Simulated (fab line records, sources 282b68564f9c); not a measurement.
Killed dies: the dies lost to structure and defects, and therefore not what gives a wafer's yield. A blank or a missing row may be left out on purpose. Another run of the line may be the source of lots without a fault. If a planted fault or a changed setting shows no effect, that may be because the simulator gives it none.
fab line records -- flow rit_cmos
record lots=6, wafers=18, last_day=7
route steps=202 shown NRETRO@55 PRETRO@64
lots with no fault: from the same line, run without faults
start_h: start of the lot's first displayed wafer, in hours after the record's first day -- wait_h: how many hours have passed since the lot's step before this one -- " repeats the value in the row above -- L1.1+2: several wafers, shown together as one row -- - value missing, or start not given -- * or withheld: withheld -- < > ~ a bound
route shown NAME@n: a module of which the file shows steps, and the number in the route of the first -- usual: average and standard deviation across the fault-free wafers -- same: alike in all rows -- chamber/n: place in a boat -- sites: the reading at each site -- _std_site: the standard deviation of these -- _edge_site: outer sites' mean less inner sites' -- radius_mm: for every site, how far away it sits from the centre of the wafer -- mask NAME#n: copy n -- behind: the last tool/chamber to shape the wafer -- hold: why the lot was held/for how many hours/how that ended -- device: whichever transistor did not switch (one of n, p or np) -- end of line: the tests these same wafers got at the end of their route -- step lacking rows: just its recipe -- killed: dies lost to structure and defects at the first sort, not the wafer's yield -- map: dies across one wafer; x = killed, . = not, _ = none there
set.NAME: the setting as run; set.NAME@STEP: as run at that earlier step -- model.NAME: the simulator's own value behind a step, which no gauge read
a table for each step, a row for each wafer; lots at some steps of the route
services: from which hour (start_h, from the record's first day; less than 0 if before it) a tool's chamber was out of use, for how many hours, and why
## steps
# step RIT_NRETRO_SOFTBAKE_02
# recipe resist=NOVOLAK, temp_c=90, time_s=61.41
# usual plate_sensor_t_centre_C=90.970/0.0092, plate_sensor_t_edge_C=91.019/0.0097
lot.wafer,tool,chamber,start_h,wait_h,plate_sensor_t_centre_C,plate_sensor_t_edge_C
L890.1,litho_track-04,0,45.13,0.1,90.971,91.014
L890.2,litho_track-04,0,45.13,0.1,90.963,91.024
L890.5,litho_track-04,0,45.13,0.1,90.957,91.005
L894.1,litho_track-04,0,65.49,0.1,90.961,91.016
L894.3,litho_track-04,0,65.49,0.1,90.974,91.005
L894.5,litho_track-04,0,65.49,0.1,90.968,91.028
L905.2,litho_track-01,0,127.70,0.1,90.968,91.012
L905.4,litho_track-01,0,127.70,0.1,90.977,90.998
L905.6,litho_track-01,0,127.70,0.1,90.974,91.008
L906.3,litho_track-02,0,133.20,0.1,90.972,91.015
L906.5,litho_track-02,0,133.20,0.1,90.965,91.012
L906.6,litho_track-02,0,133.20,0.1,90.961,91.033
L909.1,litho_track-02,0,140.11,0.1,90.977,91.018
L909.2,litho_track-02,0,140.11,0.1,90.964,91.029
L909.4,litho_track-02,0,140.11,0.1,90.970,91.022
L910.1,litho_track-02,0,146.76,0.1,90.966,91.021
L910.2,litho_track-02,0,146.76,0.1,90.975,91.018
L910.6,litho_track-02,0,146.76,0.1,90.951,91.020
# step RIT_NRETRO_EXPOSE_03
# recipe mask_id=M4, na=0.57, target_cd_nm=43900, dose_mj=250
# step RIT_NRETRO_PEB_04
# recipe resist=NOVOLAK, temp_c=withheld, time_s=withheld
# step RIT_NRETRO_DEVELOP_05
# recipe resist=NOVOLAK, develop_time_s=68, dev_temp_c=23
# step RIT_NRETRO_OVL_MEAS_06
# usual NRETRO_OVL=0.9/1.5
lot.wafer,tool,chamber,start_h,wait_h,NRETRO_OVL[nm]
L890.1,overlay-01,-,45.83,-,0.9
L890.2,overlay-01,-,45.83,-,1.6
L890.5,overlay-01,-,45.83,-,1.6
L894.1,overlay-01,-,66.07,-,0.6
L894.3,overlay-01,-,66.07,-,2.2
L894.5,overlay-01,-,66.07,-,2.9
L905.2,overlay-02,-,128.26,-,1.0
L905.4,overlay-02,-,128.26,-,1.9
L905.6,overlay-02,-,128.26,-,0.6
L906.3,overlay-02,-,133.86,-,-0.7
L906.5,overlay-02,-,133.86,-,0.4
L906.6,overlay-02,-,133.86,-,-0.4
L909.1,overlay-01,-,140.81,-,-0.6
L909.2,overlay-01,-,140.81,-,0.5
L909.4,overlay-01,-,140.81,-,0.0
L910.1,overlay-02,-,147.41,-,2.2
L910.2,overlay-02,-,147.41,-,3.1
L910.6,overlay-02,-,147.41,-,3.2
# step RIT_NRETRO_HARDBAKE_07
# recipe resist=NOVOLAK, temp_c=140, time_s=120
# step RIT_NRETRO_IMPLANT_08
# recipe species=P, energy_kev=70, dose_cm2=1e+13, tilt_deg=7
# step RIT_NRETRO_STRIP_09
# recipe chemistry=O2, time_s=180, resist=NOVOLAK, platen_temp_c=withheld, power_w=500, pressure_mtorr=4000, o2_flow_sccm=4000
# usual drypump_motor_current_A=5.7/0.42
lot.wafer,tool,chamber,start_h,wait_h,drypump_motor_current_A,rf_hours_counter_h
L890.1,plasma_asher-02,0,46.27,0.1,5.6,27
L890.2,plasma_asher-02,1,46.27,0.1,6.6,27
L890.5,plasma_asher-02,1,46.27,0.1,6.6,-
L894.1,plasma_asher-04,1,66.51,0.1,5.3,41
L894.3,plasma_asher-04,1,66.51,0.1,5.3,-
L894.5,plasma_asher-04,1,66.51,0.1,5.2,-
L905.2,plasma_asher-03,1,128.69,0.1,5.6,48
L905.4,plasma_asher-03,1,128.69,0.1,5.6,-
L905.6,plasma_asher-03,1,128.69,0.1,5.6,-
L906.3,plasma_asher-04,0,134.54,0.1,5.6,-
L906.5,plasma_asher-04,0,134.54,0.1,5.7,-
L906.6,plasma_asher-04,1,134.54,0.1,5.2,-
L909.1,plasma_asher-02,1,141.25,0.1,6.6,37
L909.2,plasma_asher-02,0,141.25,0.1,5.6,37
L909.4,plasma_asher-02,1,141.25,0.1,6.6,-
L910.1,plasma_asher-04,1,147.85,0.1,5.3,50
L910.2,plasma_asher-04,0,147.85,0.1,5.6,50
L910.6,plasma_asher-04,1,147.85,0.1,5.2,-
# step RIT_NRETRO_TW_MEAS_10
# usual NRETRO_TW=1046/6.6
lot.wafer,tool,chamber,start_h,wait_h,NRETRO_TW
L890.1,film_metro-03,-,46.44,0.1,1043
L890.2,film_metro-03,-,46.44,0.1,1047
L890.5,film_metro-03,-,46.44,0.1,1048
L894.1,film_metro-02,-,66.68,0.1,1042
L894.3,film_metro-02,-,66.68,0.1,1045
L894.5,film_metro-02,-,66.68,0.1,1041
L905.2,film_metro-02,-,128.88,0.1,1038
L905.4,film_metro-02,-,128.88,0.1,1036
L905.6,film_metro-02,-,128.88,0.1,1045
L906.3,film_metro-03,-,134.68,0.1,1053
L906.5,film_metro-03,-,134.68,0.1,1056
L906.6,film_metro-03,-,134.68,0.1,1054
L909.1,film_metro-03,-,141.43,0.1,1056
L909.2,film_metro-03,-,141.43,0.1,1051
L909.4,film_metro-03,-,141.43,0.1,1051
L910.1,film_metro-03,-,148.02,0.1,1047
L910.2,film_metro-03,-,148.02,0.1,1051
L910.6,film_metro-03,-,148.02,0.1,1049
# step RIT_PRETRO_HMDS_00
# recipe prime_time_s=60, prime_temp_c=140
# step RIT_PRETRO_COAT_01
# recipe resist=NOVOLAK, spin_rpm=2000, resist_thk_nm=1300
# step RIT_PRETRO_SOFTBAKE_02
# recipe resist=NOVOLAK, temp_c=90, time_s=62.37
# usual plate_sensor_t_centre_C=90.970/0.011, plate_sensor_t_edge_C=91.019/0.01
lot.wafer,tool,chamber,start_h,wait_h,plate_sensor_t_centre_C,plate_sensor_t_edge_C
L890.1,litho_track-03,0,46.80,0.1,90.955,91.027
L890.2,litho_track-03,0,46.80,0.1,90.986,90.983
L890.5,litho_track-03,0,46.80,0.1,90.967,91.036
L894.1,litho_track-04,0,67.04,0.1,90.982,91.016
L894.3,litho_track-04,0,67.04,0.1,90.978,91.023
L894.5,litho_track-04,0,67.04,0.1,90.953,91.013
L905.2,litho_track-04,0,129.25,0.1,90.984,91.025
L905.4,litho_track-04,0,129.25,0.1,90.960,91.012
L905.6,litho_track-04,0,129.25,0.1,90.954,91.027
L906.3,litho_track-01,0,135.07,0.1,90.970,91.009
L906.5,litho_track-01,0,135.07,0.1,90.969,91.014
L906.6,litho_track-01,0,135.07,0.1,90.989,91.019
L909.1,litho_track-03,0,141.79,0.1,90.975,91.009
L909.2,litho_track-03,0,141.79,0.1,90.963,91.018
L909.4,litho_track-03,0,141.79,0.1,90.949,91.001
L910.1,litho_track-04,0,148.38,0.1,90.966,91.033
L910.2,litho_track-04,0,148.38,0.1,90.966,91.014
L910.6,litho_track-04,0,148.38,0.1,90.974,91.025
# step RIT_PRETRO_EXPOSE_03
# recipe mask_id=M5, na=0.57, target_cd_nm=43700, dose_mj=250
# usual exposure_dose_mJ_cm2=249.95/0.26, focus_offset_nm=0.0/0.43
lot.wafer,tool,chamber,start_h,wait_h,mask,exposure_dose_mJ_cm2,focus_offset_nm
L890.1,iline_stepper-02,0,46.95,0.1,M5#0,249.75,-0.3
L890.2,iline_stepper-02,0,46.95,0.1,M5#0,249.78,-0.4
L890.5,iline_stepper-02,0,46.95,0.1,M5#0,249.83,-0.7
L894.1,iline_stepper-01,0,67.32,0.2,M5#0,249.50,-0.1
L894.3,iline_stepper-01,0,67.32,0.2,M5#0,249.97,0.1
L894.5,iline_stepper-01,0,67.32,0.2,M5#0,249.84,0.0
L905.2,iline_stepper-01,-,129.40,0.1,M5#0,-,-
L905.4,iline_stepper-01,-,129.40,0.1,M5#0,-,-
L905.6,iline_stepper-01,-,129.40,0.1,M5#0,-,-
L906.3,iline_stepper-01,-,135.20,0.1,M5#0,-,-
L906.5,iline_stepper-01,-,135.20,0.1,M5#0,-,-
L906.6,iline_stepper-01,-,135.20,0.1,M5#0,-,-
L909.1,iline_stepper-01,0,141.94,0.1,M5#0,249.86,-0.7
L909.2,iline_stepper-01,0,141.94,0.1,M5#0,249.84,0.3
L909.4,iline_stepper-01,0,141.94,0.1,M5#0,249.89,0.4
L910.1,iline_stepper-02,0,148.66,0.2,M5#0,250.29,0.2
L910.2,iline_stepper-02,0,148.66,0.2,M5#0,250.20,-1.1
L910.6,iline_stepper-02,0,148.66,0.2,M5#0,250.04,-1.1
# step RIT_PRETRO_PEB_04
# recipe resist=NOVOLAK, temp_c=withheld, time_s=withheld
## services
tool,chamber,start_h,hours,kind
plasma_asher-04,-,37.92,1.1,repair
iline_stepper-02,-,100.88,1.7,pm
plasma_asher-04,-,143.32,2.8,pm
## key
first_sign step=RIT_PRETRO_EXPOSE_03, reading=tool_record, direction=missing
effect none on later readings
met_at RIT_PRETRO_EXPOSE_03
struck_wafers L905.2,L905.4,L905.6,L906.3,L906.5,L906.6
sort_left_out L905.2,L905.4,L905.6,L906.3,L906.5,L906.6
tester_left_out L905,L906
onset_between 67.32 129.40
fault kind=skipped_step_whole, tool=iline_stepper-01, chamber=-, onset_h=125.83, steps=RIT_PRETRO_EXPOSE_03, scope=struck_lots_only
# tester_left_out: of these lots the tester's yield and bins aren't shown, on N5 and GAA mostly nor the transistor test; their killed dies are dies lost to structure and defects alone, not to doping, threshold or leakage, so they don't give the yield
# sort_left_out: the simulated sort isn't trusted on such a fault, so these wafers' sort isn't shown, and their yield isn't known
